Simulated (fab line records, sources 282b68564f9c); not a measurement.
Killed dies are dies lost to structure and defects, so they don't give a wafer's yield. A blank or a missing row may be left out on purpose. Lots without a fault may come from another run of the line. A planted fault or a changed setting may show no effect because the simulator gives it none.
Which tool did it? | flow rit_cmos | 14 lots, 42 wafers sampled, at 2 steps of a route of 202

WHAT THE GAUGES READ, wafer by wafer
The record holds no reading of a measuring or inspecting step that can be judged against a usual standard deviation.

WHICH TOOL RAN EACH LOT (tool, then ch and the chambers of the sampled wafers, then the start)
lot  | RIT_PWELL_STRIP_09                  | RIT_M1_PROBE_99
L760 | plasma_asher-03 ch 0,1, day 2 05:26 | -
L761 | plasma_asher-03 ch 0,1, day 2 09:35 | prober-02, day 4 04:01
L762 | plasma_asher-01 ch 0,1, day 2 15:19 | prober-01, day 4 09:39
L763 | plasma_asher-01 ch 0,1, day 2 19:37 | -
L764 | plasma_asher-03 ch 0,1, day 2 23:15 | prober-02, day 4 14:13
L765 | plasma_asher-03 ch 0, day 3 03:17   | -
L767 | plasma_asher-03 ch 1, day 3 14:39   | -
L768 | plasma_asher-03 ch 0,1, day 3 18:10 | -
L769 | plasma_asher-03 ch 0,1, day 4 04:14 | -
L770 | plasma_asher-01 ch 0,1, day 4 04:21 | -
L773 | plasma_asher-01 ch 0,1, day 4 18:09 | prober-01, day 6 08:26
L777 | plasma_asher-03 ch 0,1, day 5 14:14 | -
L779 | plasma_asher-01 ch 0,1, day 6 04:36 | -
L781 | plasma_asher-02 ch 0,1, day 6 11:18 | prober-02, day 8 01:59
- RIT_PWELL_STRIP_09: strips in O2, time 180 s.
- RIT_M1_PROBE_99

WHAT THE TOOLS THEMSELVES READ (means of the sampled wafers that have a number; where no wafer has one, the mark that the record gives instead)
RIT_PWELL_STRIP_09.
lot  | tool            | drypump_motor_current_A (A) | o2_flow_sccm (sccm)
L760 | plasma_asher-03 | 6.4                         | 4005
L761 | plasma_asher-03 | 6.4                         | 3998
L762 | plasma_asher-01 | 5.5                         | 3988
L763 | plasma_asher-01 | 5.5                         | 4012
L764 | plasma_asher-03 | 6.4                         | 4012
L765 | plasma_asher-03 | 6.4                         | 4006
L767 | plasma_asher-03 | 6.4                         | 4007
L768 | plasma_asher-03 | 6.4                         | 3986
L769 | plasma_asher-03 | 6.4                         | 3999
L770 | plasma_asher-01 | 5.5                         | 3998
L773 | plasma_asher-01 | 5.5                         | 4666
L777 | plasma_asher-03 | 6.4                         | 3999
L779 | plasma_asher-01 | 5.5                         | 4661
L781 | plasma_asher-02 | 5.5                         | 4004

RIT_M1_PROBE_99.
lot  | tool      | killed_at_M0_to_M3 | killed_at_contacts | killed_at_front_end | killed_dies | killed_open | killed_short
L761 | prober-02 | 0.0                | 0.0                | 11.7                | 11.7        | 6.7         | 5.0
L762 | prober-01 | 0.0                | 0.0                | 8.0                 | 8.0         | 5.0         | 3.0
L764 | prober-02 | 0.0                | 0.3                | 4.7                 | 5.0         | 2.3         | 2.7
L773 | prober-01 | 0.0                | 0.3                | 5.3                 | 5.7         | 2.7         | 3.0
L781 | prober-02 | 0.0                | 0.3                | 4.3                 | 4.7         | 2.0         | 2.7

THE ANSWER, worked out from the rows above alone
Rule: what is usual is taken from the lots themselves. Put in order of their means at a reading, lots are off if they are a third of the lots or fewer, leave a main group of 4 or more, and stand apart from it by a gap of 3 or more times the standard deviation of the main group's means; of several such gaps the widest counts. A main group whose means are all the same, to the digits that the tables above print for the reading, isn't used. A lot without any number at a reading at which 4 lots or more have one is off too. The other lots that the step has rows for count as sound. The gauges are gone through in route order, then the tools' own readings, and for those a lot's mean is taken as printed above. The first step at which some lot is off is used, and at that step the reading that is off furthest; a lot without a number counts as furthest.
Off: L773, L779, at RIT_PWELL_STRIP_09 (o2_flow_sccm). The main group: mean 4001 sccm, standard deviation 7.9.
A tool fits if, at that step or a process step before it, it ran every lot that is off, and no sound lot after the first of them. One fits: plasma_asher-01 at RIT_PWELL_STRIP_09. Its last sound lot is L770 (day 4 04:21), its first lot that is off L773 (day 4 18:09): a fault that began between those two fits.
The tool's own readings at RIT_PWELL_STRIP_09 bear it out: on the lots that are off they differ by more than 5 times the standard deviation of the sound lots' means. o2_flow_sccm reads 4664 sccm there against 4001 sccm on the sound lots.

WHAT THE SIMULATOR HAD PUT IN
Process parameter drift: plasma_asher-01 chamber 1, from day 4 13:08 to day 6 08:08, at RIT_PWELL_STRIP_09. Setting o2_flow_sccm, moved by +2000, from 4000. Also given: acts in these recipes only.
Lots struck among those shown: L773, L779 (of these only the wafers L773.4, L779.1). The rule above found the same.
